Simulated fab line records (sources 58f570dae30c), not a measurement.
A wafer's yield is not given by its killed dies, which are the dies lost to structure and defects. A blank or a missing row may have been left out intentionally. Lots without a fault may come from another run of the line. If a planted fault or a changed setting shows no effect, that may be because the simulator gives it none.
Shared-tool check || flow berkeleyCmos170 || Lots sampled 13, wafers sampled 39

== REASON FOR OPENING ==
On 1 of the 13 lots, a flag is raised at UCB170_GATE_CD_MEAS_12 on the reading cdNm. Fault-free wafers read 349.8 nm, with a standard deviation of 1.4.
Rule: flag the lot when none of its wafers has a number, or when each of its wafers that has one lies beyond 4 standard deviations from that mean. The other lots count as sound.

{"lot": "L638", "measured": "day 7 02:52", "on": "cdSem-01", "cdNm (nm), wafer by wafer": "351.8 351.0 351.4", "flag": ""}
{"lot": "L641", "measured": "day 8 03:51", "on": "cdSem-01", "cdNm (nm), wafer by wafer": "351.1 351.2 350.8", "flag": ""}
{"lot": "L643", "measured": "day 8 04:34", "on": "cdSem-02", "cdNm (nm), wafer by wafer": "349.8 349.5 349.5", "flag": ""}
{"lot": "L642", "measured": "day 8 04:40", "on": "cdSem-01", "cdNm (nm), wafer by wafer": "348.9 349.2 349.0", "flag": ""}
{"lot": "L644", "measured": "day 8 17:08", "on": "cdSem-02", "cdNm (nm), wafer by wafer": "348.0 348.4 347.6", "flag": ""}
{"lot": "L645", "measured": "day 8 17:25", "on": "cdSem-02", "cdNm (nm), wafer by wafer": "349.5 350.3 349.5", "flag": ""}
{"lot": "L647", "measured": "day 9 02:11", "on": "cdSem-01", "cdNm (nm), wafer by wafer": "350.6 350.0 350.3", "flag": ""}
{"lot": "L646", "measured": "day 9 02:32", "on": "cdSem-01", "cdNm (nm), wafer by wafer": "353.3 352.6 352.1", "flag": ""}
{"lot": "L651", "measured": "day 10 05:13", "on": "cdSem-01", "cdNm (nm), wafer by wafer": "279.2 279.0 280.5", "flag": "FLAGGED"}
{"lot": "L653", "measured": "day 10 05:28", "on": "cdSem-02", "cdNm (nm), wafer by wafer": "352.9 351.2 351.2", "flag": ""}
{"lot": "L659", "measured": "day 11 13:35", "on": "cdSem-02", "cdNm (nm), wafer by wafer": "349.6 349.6 349.5", "flag": ""}
{"lot": "L661", "measured": "day 11 22:19", "on": "cdSem-02", "cdNm (nm), wafer by wafer": "350.3 348.4 349.7", "flag": ""}
{"lot": "L660", "measured": "day 11 22:19", "on": "cdSem-01", "cdNm (nm), wafer by wafer": "349.3 351.0 349.5", "flag": ""}
On average the flagged lots' numbers are 279.6 nm, which is -70.2 nm against the usual, or -50 standard deviations.

== WHICH TOOL EACH LOT WENT THROUGH ==
The record keeps 1 process step preceding the reading, out of 331 steps on the route. Read each cell as the tool, then ch plus the chambers that the sampled wafers visited, then the start.
{"lot": "L638", "flag": "", "UCB170_GATE_EXPOSE_09": "krfScanner-02 ch 0, day 7 02:08"}
{"lot": "L641", "flag": "", "UCB170_GATE_EXPOSE_09": "krfScanner-01 ch 0, day 8 03:28"}
{"lot": "L643", "flag": "", "UCB170_GATE_EXPOSE_09": "krfScanner-02 ch 0, day 8 03:46"}
{"lot": "L642", "flag": "", "UCB170_GATE_EXPOSE_09": "krfScanner-02 ch 0, day 8 03:54"}
{"lot": "L644", "flag": "", "UCB170_GATE_EXPOSE_09": "krfScanner-02 ch 0, day 8 16:45"}
{"lot": "L645", "flag": "", "UCB170_GATE_EXPOSE_09": "krfScanner-01 ch 0, day 8 16:59"}
{"lot": "L647", "flag": "", "UCB170_GATE_EXPOSE_09": "krfScanner-01 ch 0, day 9 01:41"}
{"lot": "L646", "flag": "", "UCB170_GATE_EXPOSE_09": "krfScanner-02 ch 0, day 9 02:05"}
{"lot": "L651", "flag": "FLAGGED", "UCB170_GATE_EXPOSE_09": "krfScanner-01 ch 0, day 10 04:49"}
{"lot": "L653", "flag": "", "UCB170_GATE_EXPOSE_09": "krfScanner-02 ch 0, day 10 05:04"}
{"lot": "L659", "flag": "", "UCB170_GATE_EXPOSE_09": "krfScanner-02 ch 0, day 11 13:04"}
{"lot": "L661", "flag": "", "UCB170_GATE_EXPOSE_09": "krfScanner-02 ch 0, day 11 21:35"}
{"lot": "L660", "flag": "", "UCB170_GATE_EXPOSE_09": "krfScanner-01 ch 0, day 11 21:50"}
What these steps do:
- UCB170_GATE_EXPOSE_09: exposes mask POLY, target cd 350 nm.
- UCB170_GATE_CD_MEAS_12: target cd 350 nm.

== FLAGGED OVER TOTAL, TOOL BY TOOL (the gauges that took the reading come last) ==
{"step": "UCB170_GATE_EXPOSE_09", "tool": "krfScanner-01", "lots run": 5, "flagged": 1, "share of the flagged lots": "all", "sound lots run after its first flagged lot": "1 (L660)"}
{"step": "UCB170_GATE_EXPOSE_09", "tool": "krfScanner-02", "lots run": 8, "flagged": 0, "share of the flagged lots": "none", "sound lots run after its first flagged lot": "-"}
{"step": "UCB170_GATE_CD_MEAS_12", "tool": "cdSem-01", "lots run": 7, "flagged": 1, "share of the flagged lots": "all", "sound lots run after its first flagged lot": "1 (L660)"}
{"step": "UCB170_GATE_CD_MEAS_12", "tool": "cdSem-02", "lots run": 6, "flagged": 0, "share of the flagged lots": "none", "sound lots run after its first flagged lot": "-"}

== WHAT THE TABLE ALLOWS ==
Rows of the table that ran all the flagged lots, 2 in number: krfScanner-01 at UCB170_GATE_EXPOSE_09; cdSem-01 at UCB170_GATE_CD_MEAS_12.
- krfScanner-01 at UCB170_GATE_EXPOSE_09: 1 of its 5 lots flagged. Sound lots ran on it after the first flagged one (L660), which a lasting fault on the whole tool wouldn't allow.
- cdSem-01 at UCB170_GATE_CD_MEAS_12: 1 of its 7 lots flagged. Sound lots ran on it after the first flagged one (L660), which a lasting fault on the whole tool wouldn't allow.
Not one row of the table ran every flagged lot while running no sound lot after the first.

== WHAT WAS PUT IN BY THE SIMULATOR ==
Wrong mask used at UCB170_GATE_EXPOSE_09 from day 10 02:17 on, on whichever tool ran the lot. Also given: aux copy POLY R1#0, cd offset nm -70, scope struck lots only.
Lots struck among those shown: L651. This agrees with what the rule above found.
